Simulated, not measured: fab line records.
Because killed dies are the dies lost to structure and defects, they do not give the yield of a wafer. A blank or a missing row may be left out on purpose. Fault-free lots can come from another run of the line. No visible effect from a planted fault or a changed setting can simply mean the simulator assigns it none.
A lot that was struck, set against a sound lot / flow berkeleyCmos170 / 15 steps out of a route of 331
Sound: these wafers, L217.4, L217.5, L217.6. The struck wafers were L207.3, L207.5, L207.6. At the end, the cause is stated.
Order at every step that has rows: each side's tool, ch and its chambers, its first start. Under that, the readings that differ: sound wafers / struck wafers / difference of the means / sigmas: that difference in standard deviations of wafers without a fault.
alike: same words and numbers on both sides, and readings whose means sit less than 2 such deviations apart. not compared: any withheld reading, any reading some wafer has no value for, any bound like >300 that may hide the same value, and any number with overlapping values for which the record gives no deviation.
The two part at a step that has a row with sigmas, a row that says differs or no value, or rows on one side only. Numbers that have no deviation but don't overlap get no sigmas and don't part them. A reading that every wafer of one side lacks parts them only if that side has two wafers or more.

UCB170_SPACER_ETCHBACK_03: etches SiO2 in CHF3/CF4/Ar, stops on Si, target depth 376 nm, time 100 s.
  sound on rieDiel-01 ch 2,3, day 9 13:33; struck on rieDiel-04 ch 1,2, day 7 18:53
  alike: CHF3_flow_sccm, drypumpMotorCurrentA, oesProductAu, throttleValvePct
  not compared: rfHoursCounterH
then, 6 steps without rows for these wafers: UCB170_PSD_HMDS_00 (prime time 60 s); UCB170_PSD_COAT_01 (resist thk 900 nm); UCB170_PSD_SOFTBAKE_02 (time 60 s); UCB170_PSD_EXPOSE_03 (exposes mask PSELECT MOD, target cd 1200 nm); UCB170_PSD_PEB_04; UCB170_PSD_DEVELOP_05 (develop time 45 s).
UCB170_PSD_CD_MEAS_06: target cd 1200 nm.
  sound on cdSem-02 at day 9 15:08; struck on cdSem-01 at day 7 20:26
  alike: cdNm
UCB170_PSD_OVL_MEAS_07:
  sound on overlay-01 at day 9 15:13; struck on overlay-02 at day 7 20:32
  alike: PSD_OVL
next, for these wafers, 1 step has no rows: UCB170_PSD_IMPLANT_08.
UCB170_PSD_STRIP_09: strips in O2.
  sound on plasmaAsher-02 ch 0,1, day 9 15:25; struck on plasmaAsher-02 ch 0,1, day 7 20:44
  alike: drypumpMotorCurrentA, oesProductAu, stripTimeToEndpointS
  not compared: rfHoursCounterH
UCB170_PSD_TW_MEAS_10:
  sound on filmMetro-03 at day 9 15:31; struck on filmMetro-03 at day 7 20:49
  alike: PSD_TW
UCB170_PSD_CLEAN_11: cleans in SPM, time 600 s.
  sound on wetBench-01 ch 1, day 9 15:47; struck on wetBench-04 ch 3, day 7 21:39
  no value came back on the struck wafers for bathGuardTempC (C), bathHeatDutyPct (%), tempC (C); on the sound wafers bathGuardTempC (C) reads 120.9 120.9 121.1
then, 1 step without rows for these wafers: UCB170_NSD_HMDS_00 (prime time 60 s).
UCB170_M3_PROBE_99:
  the record has rows for the struck wafers here (prober-02, day 9 02:55) and none for the sound ones

## WHERE THEY PART
First at UCB170_PSD_CLEAN_11; last, within this record, at UCB170_M3_PROBE_99.

WHY: whatever the simulator had introduced
Entire step skipped (wetBench-04, UCB170_PSD_CLEAN_11), from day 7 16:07 onward. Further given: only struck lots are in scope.
